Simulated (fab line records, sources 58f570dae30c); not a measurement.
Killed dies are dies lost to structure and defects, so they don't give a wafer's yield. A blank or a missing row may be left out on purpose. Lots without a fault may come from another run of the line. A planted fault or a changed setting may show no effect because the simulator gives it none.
Which tool did it? | flow berkeley_cmos170 | 15 lots, 45 wafers sampled, at 5 steps of a route of 331

WHAT THE GAUGES READ, wafer by wafer
UCB170_ACTIVE_OVL_MEAS_14.
lot  | measured    | on         | ACTIVE_OVL (nm)
L869 | day 5 04:45 | overlay-02 | -3 -10 -8
L868 | day 5 05:07 | overlay-01 | -3 3 -6
L872 | day 5 16:38 | overlay-01 | -7 -4 1
L873 | day 6 00:42 | overlay-02 | 2 0 6
L874 | day 6 01:04 | overlay-02 | -3 -2 -7
L877 | day 6 10:31 | overlay-01 | -10 -14 0
L875 | day 6 10:45 | overlay-01 | 1 -2 -3
L878 | day 7 07:46 | overlay-01 | 3 -4 -2
L881 | day 7 07:53 | overlay-02 | -3 -11 -8
L880 | day 7 08:08 | overlay-01 | 3 5 3
L883 | day 7 17:59 | overlay-02 | -3 -8 -3
L886 | day 8 11:03 | overlay-02 | -7 -8 -8
L887 | day 8 22:58 | overlay-01 | -4 -2 4
L888 | day 9 06:47 | overlay-02 | -7 -5 -7
L889 | day 9 19:57 | overlay-01 | 3 4 5

UCB170_PFIELD_OVL_MEAS_06.
lot  | measured     | on         | PFIELD_OVL (nm)
L869 | day 5 06:35  | overlay-02 | 0 -2 -3
L868 | day 5 06:50  | overlay-02 | -2 -1 -6
L872 | day 5 18:47  | overlay-01 | 4 15 5
L873 | day 6 02:16  | overlay-01 | -1 -1 4
L874 | day 6 05:16  | overlay-02 | 0 -6 -1
L877 | day 6 12:34  | overlay-02 | 2 5 1
L875 | day 6 13:07  | overlay-01 | 13 15 14
L878 | day 7 09:19  | overlay-01 | -2 1 0
L881 | day 7 09:58  | overlay-02 | -1 1 1
L880 | day 7 10:14  | overlay-01 | -7 -12 -2
L883 | day 7 20:03  | overlay-02 | 0 -5 -4
L886 | day 8 12:39  | overlay-02 | 3 5 2
L887 | day 9 03:15  | overlay-01 | 260 261 257 259 258 257
L888 | day 9 08:10  | overlay-01 | 258 251 256 258 250 253
L889 | day 10 01:34 | overlay-02 | 264 264 263 261 263 262

UCB170_M1_CD_MEAS_09: target cd 700 nm.
lot  | measured     | on        | cd_nm (nm)
L869 | day 8 09:55  | cd_sem-02 | 700.3 699.5 700.0
L868 | day 8 12:09  | cd_sem-01 | 700.0 699.9 697.7
L872 | day 8 17:38  | cd_sem-01 | 699.2 700.7 700.0
L873 | day 9 08:17  | cd_sem-02 | 701.3 702.5 701.7
L874 | day 9 08:08  | cd_sem-01 | 700.1 700.7 701.5
L877 | day 10 08:35 | cd_sem-02 | 698.5 697.8 698.9
L875 | day 10 08:17 | cd_sem-01 | 698.9 698.5 700.0
L878 | day 10 22:25 | cd_sem-01 | 700.8 698.2 699.6
L881 | day 10 22:49 | cd_sem-01 | 700.8 701.1 699.9
L880 | day 10 20:17 | cd_sem-01 | 700.9 701.8 700.5
L883 | day 11 03:10 | cd_sem-01 | 697.0 696.9 697.2
L886 | day 11 17:14 | cd_sem-02 | 698.0 699.2 699.7

UCB170_V1_OVL_MEAS_13.
lot  | measured     | on         | V1_OVL (nm)
L869 | day 8 14:45  | overlay-02 | 5 7 5
L868 | day 8 16:56  | overlay-02 | -13 -14 -13
L872 | day 8 21:24  | overlay-01 | -5 -10 -5
L873 | day 9 13:19  | overlay-02 | 4 5 -3
L874 | day 9 11:58  | overlay-01 | -14 -15 -11
L877 | day 10 13:22 | overlay-02 | -11 -4 -5
L875 | day 10 13:07 | overlay-01 | -4 -4 -4
L878 | day 11 06:14 | overlay-02 | 4 -4 10
L881 | day 11 06:00 | overlay-02 | -7 -1 -8
L880 | day 11 02:04 | overlay-01 | -9 -2 -5
L883 | day 11 09:25 | overlay-01 | -2 -3 1
L886 | day 11 22:29 | overlay-01 | -8 -7 -7

WHICH TOOL RAN EACH LOT (tool, then ch and the chambers of the sampled wafers, then the start)
lot  | UCB170_PFIELD_EXPOSE_03
L869 | krf_scanner-01 ch 0, day 5 06:12
L868 | krf_scanner-01 ch 0, day 5 06:27
L872 | krf_scanner-01 ch 0, day 5 18:04
L873 | krf_scanner-02 ch 0, day 6 01:52
L874 | krf_scanner-01 ch 0, day 6 04:45
L877 | krf_scanner-01 ch 0, day 6 11:30
L875 | krf_scanner-02 ch 0, day 6 12:13
L878 | krf_scanner-02 ch 0, day 7 08:48
L881 | krf_scanner-01 ch 0, day 7 09:22
L880 | krf_scanner-02 ch 0, day 7 09:37
L883 | krf_scanner-02 ch 0, day 7 19:27
L886 | krf_scanner-01 ch 0, day 8 12:16
L887 | krf_scanner-01 ch 0, day 9 02:20
L888 | krf_scanner-01 ch 0, day 9 07:46
L889 | krf_scanner-01 ch 0, day 10 00:10
- UCB170_PFIELD_EXPOSE_03: exposes mask PFIELD, target cd 1500 nm.

WHAT THE TOOLS THEMSELVES READ (means of the sampled wafers that have a number; where no wafer has one, the mark that the record gives instead)
The record holds no such reading with a usual standard deviation.

THE ANSWER, worked out from the rows above alone
Rule: what is usual is taken from the lots themselves. Put in order of their means at a reading, lots are off if they are a third of the lots or fewer, leave a main group of 4 or more, and stand apart from it by a gap of 3 or more times the standard deviation of the main group's means; of several such gaps the widest counts. A main group whose means are all the same, to the digits that the tables above print for the reading, isn't used. A lot without any number at a reading at which 4 lots or more have one is off too. The other lots that the step has rows for count as sound. The gauges are gone through in route order, then the tools' own readings, and for those a lot's mean is taken as printed above. The first step at which some lot is off is used, and at that step the reading that is off furthest; a lot without a number counts as furthest.
Off: L887, L888, L889, at UCB170_PFIELD_OVL_MEAS_06 (PFIELD_OVL). The main group: mean 1 nm, standard deviation 5.3.
A tool fits if, at a process step before that reading, it ran every lot that is off, and no sound lot after the first of them. The gauges at UCB170_PFIELD_OVL_MEAS_06 are tried like those tools. One fits: krf_scanner-01 at UCB170_PFIELD_EXPOSE_03. Its last sound lot is L886 (day 8 12:16), its first lot that is off L887 (day 9 02:20): a fault that began between those two fits.

WHAT THE SIMULATOR HAD PUT IN
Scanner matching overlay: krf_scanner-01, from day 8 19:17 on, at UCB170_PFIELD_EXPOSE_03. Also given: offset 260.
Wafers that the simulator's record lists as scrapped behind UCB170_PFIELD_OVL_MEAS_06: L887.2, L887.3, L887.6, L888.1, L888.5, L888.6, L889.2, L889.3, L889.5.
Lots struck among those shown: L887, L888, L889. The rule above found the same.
